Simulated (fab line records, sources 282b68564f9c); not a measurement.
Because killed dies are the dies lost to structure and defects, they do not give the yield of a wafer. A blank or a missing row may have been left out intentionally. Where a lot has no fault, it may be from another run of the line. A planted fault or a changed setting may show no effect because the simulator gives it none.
Which tool did it?    flow rit_cmos    14 lots, 42 wafers sampled, at 2 steps of a route of 202

== WHAT EACH GAUGE READ, for each wafer ==
The record holds no reading of a measuring or inspecting step that can be judged against a usual standard deviation.

== TOOL THAT RAN EACH LOT (tool first, then ch and the chambers of the sampled wafers, then the start) ==
lot   RIT_NSD_SOFTBAKE_02               RIT_M1_PROBE_99
L763  litho_track-01 ch 0, day 3 06:08  prober-02, day 3 17:05
L764  litho_track-01 ch 0, day 3 11:46  prober-01, day 3 22:54
L765  litho_track-03 ch 0, day 3 15:06  prober-02, day 4 02:17
L766  litho_track-04 ch 0, day 3 15:16  prober-01, day 4 03:53
L772  litho_track-03 ch 0, day 5 03:14  prober-01, day 5 14:08
L773  litho_track-03 ch 0, day 5 06:16  prober-02, day 5 17:04
L774  litho_track-04 ch 0, day 5 12:14  prober-01, day 5 23:14
L777  litho_track-04 ch 0, day 6 01:50  prober-02, day 6 12:22
L778  litho_track-03 ch 0, day 6 06:43  prober-01, day 6 17:20
L779  litho_track-03 ch 0, day 6 12:46  prober-02, day 6 23:14
L780  litho_track-03 ch 0, day 6 13:29  prober-01, day 7 00:44
L781  litho_track-03 ch 0, day 6 21:19  prober-02, day 7 08:08
L782  litho_track-03 ch 0, day 7 04:10  prober-01, day 7 15:08
L786  litho_track-03 ch 0, day 7 22:43  prober-02, day 8 09:29
- RIT_NSD_SOFTBAKE_02: time 60 s.
- RIT_M1_PROBE_99

== AS READ BY THE TOOLS THEMSELVES (means over the sampled wafers that have a number; for cases with no such wafer, the mark the record gives instead) ==
RIT_NSD_SOFTBAKE_02. Usual: heater_power_total_W 34.57 W, standard deviation 0.048; plate_temp_C 89.98 C, standard deviation 0.12.
lot   tool            heater_power_total_W (W)  plate_temp_C (C)  flag
L763  litho_track-01  34.58                     89.92             
L764  litho_track-01  34.61                     90.09             
L765  litho_track-03  34.58                     89.97             
L766  litho_track-04  34.59                     89.98             
L772  litho_track-03  34.57                     89.95             
L773  litho_track-03  34.53                     90.03             
L774  litho_track-04  33.74                     88.40             OFF
L777  litho_track-04  33.71                     88.39             OFF
L778  litho_track-03  34.53                     90.01             
L779  litho_track-03  34.57                     90.12             
L780  litho_track-03  34.53                     90.23             
L781  litho_track-03  34.61                     89.94             
L782  litho_track-03  34.56                     89.98             
L786  litho_track-03  34.56                     90.00             

RIT_M1_PROBE_99. Usual: value, then standard deviation, for each; killed_at_M0_to_M3 0.0 / 0.12; killed_at_contacts 0.1 / 0.27; killed_at_front_end 7 / 3.1; killed_dies 7 / 3.1; killed_on_rim 1.8 / 1.5; killed_open 3.3 / 2.1; killed_short 3.5 / 2.
lot   tool       killed_at_M0_to_M3  killed_at_contacts  killed_at_front_end  killed_dies  killed_on_rim  killed_open  killed_short  flag
L763  prober-02  0.0                 0.0                 8                    8            2.0            4.3          4.0           
L764  prober-01  0.0                 0.3                 6                    7            0.7            4.0          2.7           
L765  prober-02  0.3                 0.0                 7                    8            1.7            4.0          3.7           
L766  prober-01  0.0                 0.0                 7                    7            1.7            4.0          3.0           
L772  prober-01  0.0                 0.0                 9                    9            2.7            4.0          5.0           
L773  prober-02  0.0                 0.0                 4                    4            1.3            1.7          2.0           
L774  prober-01  0.0                 0.0                 8                    8            2.7            4.0          4.3           
L777  prober-02  0.0                 0.3                 8                    9            2.3            4.0          4.7           
L778  prober-01  0.0                 0.0                 8                    8            2.0            4.3          3.3           
L779  prober-02  0.0                 0.0                 7                    7            2.0            3.0          4.3           
L780  prober-01  0.0                 0.0                 7                    7            2.3            3.3          4.0           
L781  prober-02  0.0                 0.0                 8                    8            2.7            4.7          3.3           
L782  prober-01  0.0                 0.0                 5                    5            1.3            3.0          2.3           
L786  prober-02  0.0                 0.0                 7                    7            2.0            3.3          3.3           

== THE ANSWER, worked out from the rows above alone ==
Rule: lot off if the mean of its wafers having a number is beyond 3 standard deviations from the usual mean. A lot without any number at a reading at which 4 lots or more have one is off too. The other lots that the step has rows for count as sound. Order of review: gauges by route order, followed by the tools' own readings, for which a lot's mean as printed above is used. At the first step where some lot is off, the reading lying furthest off is the one used; lots without a number count as furthest.
Off at RIT_NSD_SOFTBAKE_02 (heater_power_total_W): L774, L777.
A tool fits if, at that step or a process step before it, it ran every lot that is off, and no sound lot after the first of them. One candidate fits, namely litho_track-04 at RIT_NSD_SOFTBAKE_02. A fault onset in the window from L766 (day 3 15:16, its last sound lot) to L774 (day 5 12:14, its first lot off) fits.
The tool's own readings at RIT_NSD_SOFTBAKE_02 bear it out: on the lots that are off they differ by more than 5 times the standard deviation of the sound lots' means. heater_power_total_W reads 33.73 W there against 34.57 W on the sound lots; plate_temp_C reads 88.40 C there against 90.02 C on the sound lots.

== WHAT THE SIMULATOR HAD PUT IN ==
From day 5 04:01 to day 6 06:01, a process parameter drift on litho_track-04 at RIT_NSD_SOFTBAKE_02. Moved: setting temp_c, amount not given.
Shown lots that were struck: L774, L777. The rule above reached the same finding.
